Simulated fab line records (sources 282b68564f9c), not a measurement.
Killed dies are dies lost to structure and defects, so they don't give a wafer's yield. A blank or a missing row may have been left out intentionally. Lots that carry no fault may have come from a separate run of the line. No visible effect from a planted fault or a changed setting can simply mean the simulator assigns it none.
The same fault as seen by 2 desks | flow rit-cmos | what lay behind the numbers comes last; until then each desk has only its own

== THE METROLOGY DESK ==
Lot by lot, what the gauges showed, no matter which tool ran the lot: averages of those sampled wafers that carry a number. Marked OUT: a lot whose mean sits more than 4 standard deviations from the usual mean, which makes it out of limits; the brackets give that distance.
Columns: A = PSD_OVL at RIT_PSD_OVL_MEAS_06, usual -0.8 nm; B = CONTACT_OVL at RIT_CONTACT_OVL_MEAS_09, usual -1.0 nm; C = M1_AL_RS at RIT_M1_RS_MEAS_01, usual 0.0737 ohm/sq
lot  | first seen here | A    | B    | C
L747 | day 3 06:01     | -0.9 | -1.0 | 0.0739
L748 | day 3 10:04     | 0.2  | -1.1 | 0.0747
L749 | day 3 11:19     | -1.2 | -2.0 | 0.0738
L750 | day 3 17:40     | -2.0 | -1.6 | 0.0755
L751 | day 3 21:18     | -2.1 | 1.2  | 0.0735
L752 | day 4 03:31     | -2.5 | -0.5 | 0.0740
L754 | day 4 11:13     | -2.1 | -2.0 | 0.0738
L759 | day 5 12:21     | -1.0 | -0.8 | 0.0766
L761 | day 6 00:29     | -1.7 | -0.4 | 0.0772
L762 | day 6 04:20     | 0.5  | -0.8 | 0.0738
L764 | day 6 15:43     | -1.3 | -0.1 | 0.0750
L766 | day 7 00:49     | 1.7  | -0.6 | 0.0738
L768 | day 7 08:55     | 0.9  | -0.0 | 0.0746
L770 | day 7 18:52     | -1.6 | -0.4 | 0.0729
This desk's verdict: no lot among the 14 shows anything out of limits.

== THE TOOL OWNER'S DESK: pvd-sputter-01 ==
The tool's own readings at RIT_M1_SPUTTER_00 (material Al, target thk 400 nm, time 500 s): means of the sampled wafers that have a number, for each lot that ran on this tool. Marked OUT: a lot whose mean sits more than 4 standard deviations from the usual mean, which makes it out of limits; the brackets give that distance.
Columns: A = chamber-pressure-pa at RIT_M1_SPUTTER_00, usual 0.4000 Pa; B = throttle-valve-pct at RIT_M1_SPUTTER_00, usual 30.2 %
lot  | first seen here | A                | B
L748 | day 3 14:27     | 0.3997           | 29.4
L759 | day 5 16:36     | 0.4661 (+88) OUT | 27.8
L761 | day 6 04:58     | 0.4665 (+89) OUT | 27.9
This desk's finding: out of limits on L759, L761; first on L759, day 5 16:36 (chamber-pressure-pa at RIT_M1_SPUTTER_00). In limits: L748.

== TAKEN TOGETHER ==
An alarm could have come from the tool owner's desk at day 5 16:36, on L759, L761.
At the metrology desk, nothing out of limits was observed.
The metrology desk holds a record of L759, L761, inside its limits.
All the named lots went through RIT_M1_SPUTTER_00 on pvd-sputter-01.

== WHAT THE SIMULATOR PUT IN ==
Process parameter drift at RIT_M1_SPUTTER_00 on pvd-sputter-01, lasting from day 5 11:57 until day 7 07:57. Setting chamber-pressure-pa shifted by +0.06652 from 0.4. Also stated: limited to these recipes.
Shown lots that were struck: L759, L761.
Time in hours from fault onset to the first out-of-limits reading at each desk: the tool owner's desk, 5.
